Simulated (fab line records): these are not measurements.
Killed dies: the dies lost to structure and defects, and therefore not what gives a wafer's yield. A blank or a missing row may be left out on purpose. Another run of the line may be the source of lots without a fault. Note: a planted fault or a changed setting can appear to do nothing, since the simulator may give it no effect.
Struck lot and sound lot, side by side | flow rit cmos | 45 steps out of a route of 202
Sound: the wafers L650.2, L650.5, L650.6. Wafers L660.1, L660.3, L660.6 were the ones struck. The cause is named last.
Per side, at each step with rows, come the tool, then ch with its chambers, and then its first start. Under that, the readings that differ: sound wafers | struck wafers | difference of the means | sigmas: that difference in standard deviations of wafers without a fault.
alike: same words and numbers on both sides, and readings whose means sit less than 2 such deviations apart. not compared: any withheld reading, any reading some wafer has no value for, any bound like >300 that may hide the same value, and any number with overlapping values for which the record gives no deviation.
The two part at a step that has a row with sigmas, a row that says differs or no value, or rows on one side only. When numbers do not overlap yet have no deviation, they are printed without sigmas and do not part them. Lack of a reading on every wafer of one side parts them only where that side has two or more wafers.

first, 4 steps without rows for these wafers: RIT_PLDD_SOFTBAKE_02 (time 60 s); RIT_PLDD_EXPOSE_03 (exposes mask M8, target cd 40900 nm); RIT_PLDD_PEB_04; RIT_PLDD_DEVELOP_05 (develop time 50 s).
RIT_PLDD_OVL_MEAS_06:
  sound on overlay-02, day 3 10:55; struck on overlay-01, day 5 14:07
  alike: PLDD_OVL
then, 2 steps without rows for these wafers: RIT_PLDD_HARDBAKE_07 (time 60 s); RIT_PLDD_IMPLANT_08.
RIT_PLDD_STRIP_09: strips in O2, time 180 s.
  sound on plasma asher-02 ch 0,1, day 3 11:15; struck on plasma asher-01 ch 0,1, day 5 14:36
  alike: drypump motor current A
  not compared: rf hours counter h
RIT_PLDD_TW_MEAS_10:
  sound on film metro-03, day 3 11:26; struck on film metro-03, day 5 14:46
  alike: PLDD_TW
then, 3 steps without rows for these wafers: RIT_SPACER_CLEAN_00 (cleans in SC1, time 600 s); RIT_SPACER_CLEAN_01 (cleans in dHF, time 30 s); RIT_SPACER_CLEAN_02 (cleans in SC2, time 600 s).
RIT_SPACER_CVD_03: deposits Si3N4 from SiH2Cl2/NH3, target thk 250 nm, time 3300 s.
  sound on lpcvd-01 ch 1, day 3 11:52; struck on lpcvd-02 ch 1, day 5 15:15
  reading                                  | sound           | struck            | difference | sigmas
  zone power centre pct (%)                | 34.3 34.0 34.6  | 41.3 41.8 42.3    | +7.5       | +3
  model.Si3N4_of_SPACER_CVD_03.thk nm (nm) | 253 253.3 251.2 | 73.16 74.08 77.09 | -177.72    |
RIT_SPACER_THK_MEAS_04:
  sound on film metro-04, day 3 13:47; struck on film metro-03, day 5 17:10
  reading                 | sound             | struck         | difference | sigmas
  SPACER_NITRIDE_THK (nm) | 253.0 253.1 251.2 | 73.2 74.1 77.0 | -177.7     | -74
RIT_SPACER_ETCHBACK_05: etches Si3N4 in SF6/CHF3, stops on SiO2, target depth 250 nm, time 240 s.
  sound on rie diel-02 ch 0,2,3, day 3 13:50; struck on rie diel-02 ch 0,1, day 5 17:14
  reading                  | sound             | struck            | difference | sigmas
  oes product au (a.u.)    | 0.842 0.839 0.851 | 0.417 0.412 0.423 | -0.427     | -33
  model.etch.depth nm (nm) | 253 253.3 251.2   | 73.16 74.08 77.09 | -177.72    |
  alike: CHF3_flow_sccm, drypump motor current A, throttle valve pct
  not compared: rf hours counter h
then, 6 steps without rows for these wafers: RIT_NSD_HMDS_00 (prime time 60 s); RIT_NSD_COAT_01 (resist thk 1000 nm); RIT_NSD_SOFTBAKE_02 (time 60 s); RIT_NSD_EXPOSE_03 (exposes mask M9, target cd 40700 nm); RIT_NSD_PEB_04; RIT_NSD_DEVELOP_05 (develop time 50 s).
RIT_NSD_OVL_MEAS_06:
  sound on overlay-02, day 3 14:51; struck on overlay-02, day 5 18:14
  reading      | sound         | struck      | difference | sigmas
  NSD_OVL (nm) | 0.3 -0.6 -0.1 | 1.6 3.1 2.6 | +2.6       | +2
then, 2 steps without rows for these wafers: RIT_NSD_HARDBAKE_07 (time 60 s); RIT_NSD_IMPLANT_08.
RIT_NSD_STRIP_09: strips in O2, time 180 s.
  sound on plasma asher-03 ch 0,1, day 3 15:11; struck on plasma asher-03 ch 0, day 5 18:34
  alike: drypump motor current A
  not compared: rf hours counter h
RIT_NSD_TW_MEAS_10:
  sound on film metro-03, day 3 15:22; struck on film metro-03, day 5 18:44
  alike: NSD_TW
then, 6 steps without rows for these wafers: RIT_PSD_HMDS_00 (prime time 60 s); RIT_PSD_COAT_01 (resist thk 1000 nm); RIT_PSD_SOFTBAKE_02 (time 60 s); RIT_PSD_EXPOSE_03 (exposes mask M10, target cd 40900 nm); RIT_PSD_PEB_04; RIT_PSD_DEVELOP_05 (develop time 50 s).
RIT_PSD_OVL_MEAS_06:
  sound on overlay-02, day 3 16:17; struck on overlay-01, day 5 19:46
  alike: PSD_OVL
then, 2 steps without rows for these wafers: RIT_PSD_HARDBAKE_07 (time 60 s); RIT_PSD_IMPLANT_08.
RIT_PSD_STRIP_09: strips in O2, time 180 s.
  sound on plasma asher-03 ch 0,1, day 3 16:37; struck on plasma asher-04 ch 0,1, day 5 20:07
  reading                     | sound          | struck         | difference | sigmas
  drypump motor current A (A) | 5.93 5.93 5.84 | 5.29 5.31 5.73 | -0.46      | -2
  not compared: rf hours counter h
RIT_PSD_TW_MEAS_10:
  sound on film metro-03, day 3 16:49; struck on film metro-03, day 5 20:17
  alike: PSD_TW
then, 3 steps without rows for these wafers: RIT_SDANNEAL_CLEAN_00 (cleans in SC1, time 600 s); RIT_SDANNEAL_CLEAN_01 (cleans in dHF, time 31.36 s); RIT_SDANNEAL_CLEAN_02 (cleans in SC2, time 600 s).
RIT_SDANNEAL_RTA_03: time 5 s.
  sound on rtp anneal-02 ch 0, day 3 17:14; struck on rtp anneal-02 ch 0, day 5 20:43
  alike: wafer_temp_C_max
RIT_SDANNEAL_RS_MEAS_04: measurement is done with a four-point probe.
  sound on film metro-01, day 3 17:18; struck on film metro-03, day 5 20:50
  alike: PSD_RS
RIT_SILICIDE_WET_ETCH_00: etches SiO2 in BOE, target depth 14 nm, time 15 s.
  sound on wet bench-04 ch 1, day 3 17:46; struck on wet bench-01 ch 3, day 5 21:19
  reading                                  | sound             | struck            | difference | sigmas
  model.Si3N4_of_SPACER_CVD_03.thk nm (nm) | 197.3 197.6 196.1 | 56.69 56.99 59.46 | -139.29    |
RIT_M1_BOW_MEAS_16:
  sound on film metro-03, day 4 00:35; struck on film metro-03, day 6 04:31
  reading     | sound   | struck     | difference | sigmas
  M1_BOW (um) | 24 7 12 | -2 -13 -12 | -23        | -4
RIT_M1_PROBE_99:
  sound on prober-02, day 4 00:44; struck on prober-02, day 6 04:38
  reading                             | sound             | struck            | difference | sigmas
  model.etest.pldd.rs ohm sq          | 555.9 558.7 569.1 | 127.7 4.31 114.7  | -479.0     |
  model.etest.nldd.rs ohm sq          | 362 365.3 370.6   | 105.2 4.296 98.95 | -296.5     |
  model.etest.pplus sal.width nm (nm) | 3433 3437 3450    | 3697 3712 3697    | +262       |
  model.etest.nplus sal.width nm (nm) | 3432 3445 3438    | 3699 3705 3699    | +263       |
  model.etest.pwell pinched.rs ohm sq | 459.9 460.3 458.9 | 634.7 632.9 628.2 | +172.2     |
  model.etest.nldd.width nm (nm)      | 3185 3191 3171    | 3329 3308 3340    | +143       |
  model.etest.pldd.width nm (nm)      | 3171 3168 3162    | 3324 3312 3343    | +159       |
  model.etest.nwell pinched.rs ohm sq | 339.9 336.9 340.3 | 470.8 478.6 473.3 | +135.2     |
  alike: killed at front end, killed dies, killed on rim, killed open, killed short

== WHERE THEY PART ==
First at RIT_SPACER_CVD_03; last, within this record, at RIT_M1_BOW_MEAS_16. Later steps at which nothing parts them and some readings are alike: RIT_M1_PROBE_99.

WHY: what the simulator had put in
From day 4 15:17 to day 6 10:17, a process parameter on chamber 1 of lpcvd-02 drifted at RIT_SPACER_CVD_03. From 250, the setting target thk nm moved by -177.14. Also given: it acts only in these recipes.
